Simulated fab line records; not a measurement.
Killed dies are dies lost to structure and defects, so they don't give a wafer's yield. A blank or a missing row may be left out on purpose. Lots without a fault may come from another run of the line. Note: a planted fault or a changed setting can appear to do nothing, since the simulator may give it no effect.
fab line records ; flow rit_cmos
[record] lots = 6; wafers = 18; last_day = 7
route steps=202 shown WELLDRIVE@50 NWELL@51 PWELL@52 NRETRO@53 PRETRO@64 GATE@75
lots untouched by any fault: they come from a run of this same line in which no faults occurred
start_h: hours from the record's first day to the start of the lot's first wafer shown ; wait_h: time in hours since the lot's previous step ; " the same as in the row above ; L1.1+2: a single row standing in for several wafers ; - no value, or no start was given ; * or withheld: withheld ; < > ~ a bound
route shown NAME@n: NAME is a module with steps in the file, n the number in the route of the first one ; usual: mean and standard deviation over wafers with no fault ; same: alike in all rows ; chamber/n: place in a boat ; sites: readings site by site ; _std_site: standard deviation of those values ; _edge_site: inner sites' mean taken away from outer sites' mean ; radius_mm: for every site, how far away it sits from the centre of the wafer ; mask NAME#n: copy n ; behind: the most recent tool/chamber to have shaped the wafer ; hold: what put the lot on hold/how long, in hours/how the hold closed ; device: whichever transistor did not switch (one of n, p or np) ; end of line: tests run on the same wafers once the route is complete ; where a step has no rows: the recipe by itself ; killed: not the wafer's yield, but the dies lost to structure and defects at the first sort ; map: dies across one wafer; x = killed, . = not, _ = none there
set.NAME: the setting that was run; set.NAME@STEP: the one run at that earlier step ; model.NAME: the simulator's own value behind a step, which no gauge read
certain route steps with their lots: each step a table, each wafer a row
services: when a tool's chamber went out of use (start_h, in hours from the record's first day, below 0 if earlier), for how many hours, and the reason
[[steps]]
[step RIT_WELLDRIVE_ANNEAL_00]
[recipe] temp_c = 1100; time_s = 14700; ambient = N2
[step RIT_WELLDRIVE_RS_MEAS_01]
[recipe] thk_meas_gauge = four-point-probe
[usual] NWELL_RS = 275.6/0.66
lot.wafer;tool;chamber;start_h;wait_h;NWELL_RS[ohm/sq]
L662.2;film_metro-02;-;40.74;0.0;277.8
L662.4;film_metro-02;-;40.74;0.0;276.5
L662.5;film_metro-02;-;40.74;0.0;276.6
L664.2;film_metro-01;-;50.90;0.0;276.3
L664.3;film_metro-01;-;50.90;0.0;275.7
L664.6;film_metro-01;-;50.90;0.0;276.5
L677.2;film_metro-02;-;116.07;0.0;275.6
L677.3;film_metro-02;-;116.07;0.0;275.6
L677.5;film_metro-02;-;116.07;0.0;275.5
L678.1;film_metro-01;-;121.14;0.0;276.0
L678.2;film_metro-01;-;121.14;0.0;274.6
L678.6;film_metro-01;-;121.14;0.0;275.9
L680.3;film_metro-01;-;131.31;0.0;275.6
L680.4;film_metro-01;-;131.31;0.0;275.4
L680.6;film_metro-01;-;131.31;0.0;275.7
L682.1;film_metro-01;-;140.04;0.0;275.8
L682.4;film_metro-01;-;140.04;0.0;275.6
L682.6;film_metro-01;-;140.04;0.0;275.8
[step RIT_WELLDRIVE_RS_MEAS_02]
[recipe] thk_meas_gauge = four-point-probe
[usual] PWELL_RS = 429.7/1.2
lot.wafer;tool;chamber;start_h;wait_h;PWELL_RS[ohm/sq]
L662.2;film_metro-02;-;40.86;0.1;429.0
L662.4;film_metro-02;-;40.86;0.1;429.3
L662.5;film_metro-02;-;40.86;0.1;429.6
L664.2;film_metro-01;-;51.02;0.1;431.5
L664.3;film_metro-01;-;51.02;0.1;429.8
L664.6;film_metro-01;-;51.02;0.1;429.5
L677.2;film_metro-02;-;116.19;0.1;428.9
L677.3;film_metro-02;-;116.19;0.1;429.4
L677.5;film_metro-02;-;116.19;0.1;429.2
L678.1;film_metro-01;-;121.26;0.1;429.7
L678.2;film_metro-01;-;121.26;0.1;428.8
L678.6;film_metro-01;-;121.26;0.1;428.7
L680.3;film_metro-01;-;131.43;0.1;429.6
L680.4;film_metro-01;-;131.43;0.1;429.3
L680.6;film_metro-01;-;131.43;0.1;428.2
L682.1;film_metro-01;-;140.16;0.1;430.9
L682.4;film_metro-01;-;140.16;0.1;430.1
L682.6;film_metro-01;-;140.16;0.1;429.2
[step RIT_NRETRO_HMDS_00]
[recipe] prime_time_s = 60; prime_temp_c = 140
[step RIT_NRETRO_COAT_01]
[recipe] resist = NOVOLAK; spin_rpm = 2000; resist_thk_nm = 1300
[step RIT_NRETRO_SOFTBAKE_02]
[recipe] resist = NOVOLAK; temp_c = 90; time_s = 58.83
[step RIT_NRETRO_EXPOSE_03]
[recipe] mask_id = M4; na = 0.57; target_cd_nm = 43900; dose_mj = 250
[step RIT_NRETRO_PEB_04]
[recipe] resist = NOVOLAK; temp_c = withheld; time_s = withheld
[step RIT_NRETRO_DEVELOP_05]
[recipe] resist = NOVOLAK; develop_time_s = 68; dev_temp_c = 23
[step RIT_NRETRO_OVL_MEAS_06]
[usual] NRETRO_OVL = -0.8/1.5
lot.wafer;tool;chamber;start_h;wait_h;NRETRO_OVL[nm]
L662.2;overlay-02;-;41.84;-;-1.5
L662.4;overlay-02;-;41.84;-;-1.0
L662.5;overlay-02;-;41.84;-;0.0
L664.2;overlay-02;-;52.13;-;-3.0
L664.3;overlay-02;-;52.13;-;-3.2
L664.6;overlay-02;-;52.13;-;-1.5
L677.2;overlay-02;-;117.31;-;-5.1
L677.3;overlay-02;-;117.31;-;-2.8
L677.5;overlay-02;-;117.31;-;-4.6
L678.1;overlay-01;-;122.26;-;-0.2
L678.2;overlay-01;-;122.26;-;-0.4
L678.6;overlay-01;-;122.26;-;-0.1
L680.3;overlay-02;-;132.69;-;-0.7
L680.4;overlay-02;-;132.69;-;-2.6
L680.6;overlay-02;-;132.69;-;-2.1
L682.1;overlay-02;-;141.29;-;-1.1
L682.4;overlay-02;-;141.29;-;-3.7
L682.6;overlay-02;-;141.29;-;-1.5
[step RIT_NRETRO_HARDBAKE_07]
[recipe] resist = NOVOLAK; temp_c = 140; time_s = 120
[step RIT_NRETRO_IMPLANT_08]
[recipe] species = P; energy_kev = 70; dose_cm2 = 1e+13; tilt_deg = 7
[step RIT_NRETRO_STRIP_09]
[recipe] chemistry = O2; time_s = 180; resist = NOVOLAK; platen_temp_c = withheld; power_w = 500; pressure_mtorr = 4000; o2_flow_sccm = 4000
[usual] chamber_pressure_mTorr = 4000/3.5; drypump_motor_current_A = 6.1/0.34
lot.wafer;tool;chamber;start_h;wait_h;chamber_pressure_mTorr;drypump_motor_current_A;rf_hours_counter_h;model.NOVOLAK_of_NRETRO_COAT_01.thk_nm
L662.2;plasma_asher-03;1;42.27;0.1;4000;5.7;41;0
L662.4;plasma_asher-03;1;42.27;0.1;4005;5.7;-;0
L662.5;plasma_asher-03;1;42.27;0.1;4002;5.7;-;0
L664.2;plasma_asher-01;1;52.56;0.1;4001;6.4;38;0
L664.3;plasma_asher-01;0;52.56;0.1;3998;5.8;-;0
L664.6;plasma_asher-01;1;52.56;0.1;3998;6.4;-;0
L677.2;plasma_asher-01;0;117.74;0.1;-;-;-;1137
L677.3;plasma_asher-01;1;117.74;0.1;-;-;-;1133
L677.5;plasma_asher-01;1;117.74;0.1;-;-;-;1135
L678.1;plasma_asher-03;1;122.69;0.1;-;-;-;1137
L678.2;plasma_asher-03;0;122.69;0.1;-;-;-;1138
L678.6;plasma_asher-03;1;122.69;0.1;-;-;-;1144
L680.3;plasma_asher-04;0;133.17;0.1;3998;5.6;-;0
L680.4;plasma_asher-04;1;133.17;0.1;4005;6.4;-;0
L680.6;plasma_asher-04;1;133.17;0.1;3996;6.4;-;0
L682.1;plasma_asher-01;1;141.72;0.1;3998;6.4;48;0
L682.4;plasma_asher-01;0;141.72;0.1;4003;5.8;-;0
L682.6;plasma_asher-01;0;141.72;0.1;4002;5.8;-;0
[step RIT_NRETRO_TW_MEAS_10]
[usual] NRETRO_TW = 1050/8.6
lot.wafer;tool;chamber;start_h;wait_h;NRETRO_TW
L662.2;film_metro-04;-;42.46;0.1;1053
L662.4;film_metro-04;-;42.46;0.1;1054
L662.5;film_metro-04;-;42.46;0.1;1058
L664.2;film_metro-03;-;52.75;0.1;1053
L664.3;film_metro-03;-;52.75;0.1;1047
L664.6;film_metro-03;-;52.75;0.1;1051
L677.2;film_metro-01;-;117.92;0.1;1039
L677.3;film_metro-01;-;117.92;0.1;1038
L677.5;film_metro-01;-;117.92;0.1;1045
L678.1;film_metro-04;-;122.87;0.1;1067
L678.2;film_metro-04;-;122.87;0.1;1063
L678.6;film_metro-04;-;122.87;0.1;1064
L680.3;film_metro-03;-;133.31;0.1;1049
L680.4;film_metro-03;-;133.31;0.1;1048
L680.6;film_metro-03;-;133.31;0.1;1050
L682.1;film_metro-04;-;141.90;0.1;1062
L682.4;film_metro-04;-;141.90;0.1;1062
L682.6;film_metro-04;-;141.90;0.1;1057
[step RIT_PRETRO_HMDS_00]
[recipe] prime_time_s = 60; prime_temp_c = 140
[step RIT_PRETRO_COAT_01]
[recipe] resist = NOVOLAK; spin_rpm = 2000; resist_thk_nm = 1300
[step RIT_PRETRO_SOFTBAKE_02]
[recipe] resist = NOVOLAK; temp_c = 90; time_s = 60
[step RIT_PRETRO_EXPOSE_03]
[recipe] mask_id = M5; na = 0.57; target_cd_nm = 43700; dose_mj = 250
[step RIT_PRETRO_PEB_04]
[recipe] resist = NOVOLAK; temp_c = withheld; time_s = withheld
[step RIT_PRETRO_DEVELOP_05]
[recipe] resist = NOVOLAK; develop_time_s = 68; dev_temp_c = 23
[step RIT_PRETRO_OVL_MEAS_06]
[usual] PRETRO_OVL = -0.2/1.3
lot.wafer;tool;chamber;start_h;wait_h;PRETRO_OVL[nm]
L662.2;overlay-01;-;43.52;-;-0.1
L662.4;overlay-01;-;43.52;-;0.0
L662.5;overlay-01;-;43.52;-;0.6
L664.2;overlay-02;-;53.91;-;-1.8
L664.3;overlay-02;-;53.91;-;-1.9
L664.6;overlay-02;-;53.91;-;-0.7
L677.2;overlay-02;-;118.86;-;0.8
L677.3;overlay-02;-;118.86;-;-0.3
L677.5;overlay-02;-;118.86;-;-0.5
L678.1;overlay-01;-;123.94;-;-0.9
L678.2;overlay-01;-;123.94;-;-1.0
L678.6;overlay-01;-;123.94;-;0.2
L680.3;overlay-01;-;134.36;-;1.1
L680.4;overlay-01;-;134.36;-;1.8
L680.6;overlay-01;-;134.36;-;0.5
L682.1;overlay-02;-;142.87;-;-2.4
L682.4;overlay-02;-;142.87;-;-1.6
L682.6;overlay-02;-;142.87;-;0.9
[step RIT_PRETRO_HARDBAKE_07]
[recipe] resist = NOVOLAK; temp_c = 140; time_s = 120
[step RIT_PRETRO_IMPLANT_08]
[recipe] species = B; energy_kev = 45; dose_cm2 = 1.174e+13; tilt_deg = 7
[step RIT_PRETRO_STRIP_09]
[recipe] chemistry = O2; time_s = 180; resist = NOVOLAK; platen_temp_c = withheld; power_w = 500; pressure_mtorr = 4000; o2_flow_sccm = 4000
[usual] chamber_pressure_mTorr = 4000/4; drypump_motor_current_A = 5.9/0.37
lot.wafer;tool;chamber;start_h;wait_h;chamber_pressure_mTorr;drypump_motor_current_A;rf_hours_counter_h
L662.2;plasma_asher-04;1;44.01;0.1;4004;6.4;39
L662.4;plasma_asher-04;1;44.01;0.1;3993;6.4;-
L662.5;plasma_asher-04;1;44.01;0.1;4001;6.4;-
L664.2;plasma_asher-02;0;54.34;0.1;3998;5.7;28
L664.3;plasma_asher-02;0;54.34;0.1;3992;5.6;-
L664.6;plasma_asher-02;1;54.34;0.1;4000;5.5;-
L677.2;plasma_asher-04;0;119.29;0.1;4004;5.6;0
L677.3;plasma_asher-04;1;119.29;0.1;4000;6.4;-
L677.5;plasma_asher-04;1;119.29;0.1;3995;6.4;-
L678.1;plasma_asher-02;0;124.38;0.1;3999;5.6;35
L678.2;plasma_asher-02;1;124.38;0.1;4001;5.5;35
L678.6;plasma_asher-02;1;124.38;0.1;4001;5.5;-
L680.3;plasma_asher-01;0;134.85;0.1;4004;5.8;-
L680.4;plasma_asher-01;1;134.85;0.1;4000;6.4;-
L680.6;plasma_asher-01;0;134.85;0.1;4010;5.8;-
L682.1;plasma_asher-01;1;143.31;0.1;4003;6.4;48
L682.4;plasma_asher-01;0;143.31;0.1;3996;5.8;-
L682.6;plasma_asher-01;0;143.31;0.1;3992;5.8;-
[step RIT_PRETRO_TW_MEAS_10]
[usual] PRETRO_TW = 476/5.5
lot.wafer;tool;chamber;start_h;wait_h;PRETRO_TW
L662.2;film_metro-03;-;44.19;0.1;475
L662.4;film_metro-03;-;44.19;0.1;477
L662.5;film_metro-03;-;44.19;0.1;478
L664.2;film_metro-02;-;54.52;0.1;482
L664.3;film_metro-02;-;54.52;0.1;482
L664.6;film_metro-02;-;54.52;0.1;481
L677.2;film_metro-03;-;119.47;0.1;30
L677.3;film_metro-03;-;119.47;0.1;30
L677.5;film_metro-03;-;119.47;0.1;30
L678.1;film_metro-01;-;124.55;0.1;30
L678.2;film_metro-01;-;124.55;0.1;30
L678.6;film_metro-01;-;124.55;0.1;30
L680.3;film_metro-03;-;134.98;0.1;474
L680.4;film_metro-03;-;134.98;0.1;472
L680.6;film_metro-03;-;134.98;0.1;474
L682.1;film_metro-01;-;143.49;0.1;470
L682.4;film_metro-01;-;143.49;0.1;467
L682.6;film_metro-01;-;143.49;0.1;468
[step RIT_GATE_WET_ETCH_00]
[recipe] chemistry = BOE; target = SiO2; target_depth_nm = 56; time_s = 60; dry = n2_spin; dilution = 10:1; temp_c = 21.5
[[services]]
tool;chamber;start_h;hours;kind
plasma_asher-04;-;21.20;1.4;repair
plasma_asher-03;-;32.03;0.3;repair
plasma_asher-03;-;59.40;2.3;repair
plasma_asher-04;-;108.75;9.0;pm
plasma_asher-04;0;108.75;9.0;vent_cycle
plasma_asher-04;1;108.75;9.0;vent_cycle
plasma_asher-04;0;117.75;-;clean
plasma_asher-04;1;117.75;-;clean
[[key]]
[first_sign] step = RIT_NRETRO_STRIP_09; reading = tool_record; direction = missing
[effect] step = RIT_PRETRO_TW_MEAS_10; reading = PRETRO_TW; direction = down; sigmas = 80; usual = 476; struck = 30
[model_effect] step = RIT_NRETRO_STRIP_09; value = NOVOLAK_of_NRETRO_COAT_01.thk_nm; without = 0; struck = 1137
met_at RIT_NRETRO_STRIP_09
struck_wafers L677.2,L677.3,L677.5,L678.1,L678.2,L678.6
sort_left_out L677.2,L677.3,L677.5,L678.1,L678.2,L678.6
tester_left_out L677,L678
onset_between 52.56 117.74
[fault] kind = skipped_step_whole; tool = plasma_asher-01,plasma_asher-03; chamber = -; onset_h = 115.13; steps = RIT_NRETRO_STRIP_09; scope = struck_lots_only
// tester_left_out: of these lots the tester's yield and bins aren't shown, on N5 and GAA mostly nor the transistor test; their killed dies are dies lost to structure and defects alone, not to doping, threshold or leakage, so they don't give the yield
// sort_left_out: the simulated sort isn't trusted on such a fault, so these wafers' sort isn't shown, and their yield isn't known
